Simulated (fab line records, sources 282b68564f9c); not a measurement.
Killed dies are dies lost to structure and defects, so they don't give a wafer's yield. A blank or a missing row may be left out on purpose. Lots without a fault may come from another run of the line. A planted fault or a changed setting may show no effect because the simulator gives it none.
Split-lot experiment | flow rit_cmos | 5 lots, 23 wafers read, on a route of 202 steps

THE SPLIT
At RIT_ACTIVE_COAT_06 (resist thk 1000 nm), the setting resist_thk_nm was moved away from the recipe's 1000 nm on 11 of the 23 wafers read, by -5.5% to +1.9%. The other wafers ran this setting at the recipe's value.

FROM THE SPLIT TO THE READING: what the file shows between them, 4 steps
- RIT_ACTIVE_SOFTBAKE_07: time 60 s
- RIT_ACTIVE_EXPOSE_08: exposes mask M1, target cd 1400 nm
- RIT_ACTIVE_DEVELOP_10: develop time 50 s
- RIT_ACTIVE_HARDBAKE_12: time 60 s

THE READING
NOVOLAK_of_ACTIVE_COAT_06.thk_nm (the simulator's own value, which no gauge read), in nm, at RIT_ACTIVE_ETCH_13 (etches Si3N4 in SF6, stops on SiO2, time 210 s, target depth 210 nm). The file gives no usual value for it. The 12 wafers here that ran the recipe average 650.4 nm, standard deviation 5.5 nm.

wafer  | tool, chamber at the split | resist_thk_nm as run, nm | against the recipe | NOVOLAK_of_ACTIVE_COAT_06.thk_nm, nm | against lot-mates on the recipe
L078.1 | litho_track-01, 0          | 1000                     | recipe             | 656.2                                | -
L078.2 | litho_track-01, 0          | 1019                     | +1.9%              | 668.8                                | +12.0
L078.3 | litho_track-01, 0          | 1000                     | recipe             | 663                                  | -
L078.4 | litho_track-01, 0          | 1000                     | recipe             | 651.1                                | -
L078.6 | litho_track-01, 0          | 1019                     | +1.9%              | 679.8                                | +23.0
L080.1 | litho_track-02, 0          | 1000                     | recipe             | 643.9                                | -
L080.2 | litho_track-02, 0          | 945.2                    | -5.5%              | 602.7                                | -39.8
L080.3 | litho_track-02, 0          | 945.2                    | -5.5%              | 596                                  | -46.5
L080.4 | litho_track-02, 0          | 1000                     | recipe             | 641.2                                | -
L080.5 | litho_track-02, 0          | 945.2                    | -5.5%              | 594.8                                | -47.8
L081.1 | litho_track-01, 0          | 951.5                    | -4.8%              | 607.9                                | -39.5
L081.2 | litho_track-01, 0          | 951.5                    | -4.8%              | 612.6                                | -34.8
L081.4 | litho_track-01, 0          | 1000                     | recipe             | 647                                  | -
L081.5 | litho_track-01, 0          | 1000                     | recipe             | 647.8                                | -
L081.6 | litho_track-01, 0          | 951.5                    | -4.8%              | 611                                  | -36.4
L082.1 | litho_track-01, 0          | 1000                     | recipe             | 651.7                                | -
L082.2 | litho_track-01, 0          | 978                      | -2.2%              | 630.5                                | -21.0
L082.3 | litho_track-01, 0          | 1000                     | recipe             | 651.4                                | -
L082.4 | litho_track-01, 0          | 978                      | -2.2%              | 636.8                                | -14.8
L082.5 | litho_track-01, 0          | 978                      | -2.2%              | 635.5                                | -16.0
L085.3 | litho_track-02, 0          | 1000                     | recipe             | 647.6                                | -
L085.5 | litho_track-02, 0          | 1000                     | recipe             | 648.8                                | -
L085.6 | litho_track-02, 0          | 1000                     | recipe             | 654.6                                | -

THE FIT
A straight line over all 23 wafers: NOVOLAK_of_ACTIVE_COAT_06.thk_nm changes by +9.29 nm for each +1% of resist_thk_nm; r = +0.97; the points scatter about the line by 5.6 nm.
The same after taking each lot's own level away (the mean of its wafers on the recipe; 23 wafers): +8.05 nm for each +1%; r = +0.99; scatter 3.5 nm.
On that fit, the largest move of resist_thk_nm shifts the reading by 44 nm.
The lots' own levels span 642.55 to 656.77 nm, that is 2.6 times the standard deviation above.
So the lot-to-lot level changes the slope: the two fits differ.
Check: with one of the wafers moved furthest among these (-5.5%) left out of the fit, the line predicts -44.4 nm for it against its lot-mates. It came out at -39.8 nm against them.

OTHER SPLITS ON THESE WAFERS
These wafers also went through other splits before the reading. Each is held against what the fit with the lots' levels taken away leaves over:
other split on the same wafers   | wafers away from the commonest value | r with NOVOLAK_of_ACTIVE_COAT_06.thk_nm (lot level and that fit taken away)
RIT_ACTIVE_CVD_03 pressure_mtorr | 15                                   | -0.11

THE WHOLE CHAIN: every reading that the file lists as answering this split, in the file's order
step                   | what it does                                                        | reading                                                                           | change (the file's fit)              | r (the file's)
RIT_ACTIVE_COAT_06     | resist thk 1000 nm                                                  | NOVOLAK_of_ACTIVE_COAT_06.thk_nm (the simulator's own value, which no gauge read) | +9.77 nm for each +1% of the setting | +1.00
RIT_ACTIVE_HARDBAKE_12 | time 60 s                                                           | NOVOLAK_of_ACTIVE_COAT_06.thk_nm (the simulator's own value, which no gauge read) | +8.55 nm for each +1% of the setting | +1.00
RIT_ACTIVE_ETCH_13     | etches Si3N4 in SF6, stops on SiO2, time 210 s, target depth 210 nm | NOVOLAK_of_ACTIVE_COAT_06.thk_nm (the simulator's own value, which no gauge read) | +7.99 nm for each +1% of the setting | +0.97

THE FILE'S OWN FIT
NOVOLAK_of_ACTIVE_COAT_06.thk_nm changes by +7.99 nm for each +1% of resist_thk_nm, r = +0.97.
